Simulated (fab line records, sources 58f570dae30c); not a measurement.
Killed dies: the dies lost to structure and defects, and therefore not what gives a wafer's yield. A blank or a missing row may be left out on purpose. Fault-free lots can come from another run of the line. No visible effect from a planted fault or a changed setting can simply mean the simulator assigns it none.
Which of the tools did it? ; flow berkeleyCmos170 ; 15 lots with 45 wafers sampled at 2 steps, on a route of 331 steps

WHAT THE GAUGES SHOWED, per wafer
UCB170_ACTIVE_THK_MEAS_06. Usual: ACTIVE_NITRIDE_THK 221.5 nm, standard deviation 1.5.
lot;measured;on;ACTIVE_NITRIDE_THK (nm);flag
L696;day 4 04:19;filmMetro-02;223.5 221.5 222.6;
L697;day 4 18:53;filmMetro-02;219.6 218.8 220.1;
L698;day 5 11:43;filmMetro-04;223.0 221.8 222.3;
L699;day 5 11:47;filmMetro-04;222.7 221.5 221.4;
L700;day 5 11:43;filmMetro-01;222.6 223.2 221.2;
L701;day 5 23:08;filmMetro-01;177.1 177.8 176.9;OFF
L702;day 5 23:08;filmMetro-02;177.2 178.3 177.9;OFF
L703;day 5 23:08;filmMetro-04;179.8 181.5 180.7;OFF
L704;day 6 17:06;filmMetro-01;221.6 223.9 223.0;
L708;day 7 14:04;filmMetro-01;223.0 222.0 223.4;
L710;day 8 10:19;filmMetro-01;221.2 221.4 220.7;
L712;day 8 10:15;filmMetro-04;223.5 223.4 222.3;
L717;day 9 10:38;filmMetro-01;219.6 221.2 220.1;
L718;day 9 10:34;filmMetro-01;223.0 222.0 221.8;
L719;day 10 02:04;filmMetro-01;221.3 220.2 222.0;

TOOL THAT RAN EACH LOT (tool first, then ch and the chambers of the sampled wafers, then the start)
lot;UCB170_ACTIVE_CVD_05
L696;lpcvd-02 ch 1, day 4 02:25
L697;lpcvd-01 ch 0, day 4 16:55
L698;lpcvd-02 ch 0, day 5 09:47
L699;lpcvd-02 ch 0, day 5 09:47
L700;lpcvd-02 ch 0, day 5 09:47
L701;lpcvd-02 ch 1, day 5 21:13
L702;lpcvd-02 ch 0, day 5 21:13
L703;lpcvd-02 ch 1, day 5 21:13
L704;lpcvd-01 ch 1, day 6 15:10
L708;lpcvd-01 ch 1, day 7 12:08
L710;lpcvd-01 ch 1, day 8 07:23
L712;lpcvd-01 ch 0, day 8 07:23
L717;lpcvd-02 ch 1, day 9 08:38
L718;lpcvd-02 ch 1, day 9 08:38
L719;lpcvd-01 ch 0, day 10 00:08
- UCB170_ACTIVE_CVD_05: deposits Si3N4 from SiH2Cl2/NH3, target thk 220 nm, time 3300 s.

AS READ BY THE TOOLS THEMSELVES (means over the sampled wafers that have a number; for cases with no such wafer, the mark the record gives instead)
UCB170_ACTIVE_CVD_05. Usual: spikeTcCentreC 802.2 C, standard deviation 1.7; spikeTcLoadC 827.0 C, standard deviation 1.3.
lot;tool;spikeTcCentreC (C);spikeTcLoadC (C);flag
L696;lpcvd-02;803.2;827.8;
L697;lpcvd-01;804.3;826.1;
L698;lpcvd-02;800.1;826.0;
L699;lpcvd-02;801.0;826.3;
L700;lpcvd-02;799.8;826.7;
L701;lpcvd-02;803.6;827.4;
L702;lpcvd-02;799.6;825.5;
L703;lpcvd-02;803.1;828.7;
L704;lpcvd-01;801.2;826.6;
L708;lpcvd-01;801.1;827.0;
L710;lpcvd-01;801.7;827.3;
L712;lpcvd-01;804.2;825.9;
L717;lpcvd-02;802.6;828.5;
L718;lpcvd-02;803.1;828.5;
L719;lpcvd-01;803.7;826.9;

THE ANSWER, worked out from the rows above alone
Rule: lot off if the mean of its wafers having a number is beyond 3 standard deviations from the usual mean. Also off: a lot with no number at a reading for which 4 or more lots have one. All remaining lots with rows at the step are treated as sound. Order of review: gauges by route order, followed by the tools' own readings, for which a lot's mean as printed above is used. The first step at which some lot is off is used, and at that step the reading that is off furthest; a lot without a number counts as furthest.
Off: L701, L702, L703, at UCB170_ACTIVE_THK_MEAS_06 (ACTIVE_NITRIDE_THK).
If a tool, at a process step before that reading, ran all the lots that are off and no sound lot after the first of them, it fits. The gauges at UCB170_ACTIVE_THK_MEAS_06 are tried like those tools. None of those tried fits.

WHAT THE SIMULATOR PUT IN
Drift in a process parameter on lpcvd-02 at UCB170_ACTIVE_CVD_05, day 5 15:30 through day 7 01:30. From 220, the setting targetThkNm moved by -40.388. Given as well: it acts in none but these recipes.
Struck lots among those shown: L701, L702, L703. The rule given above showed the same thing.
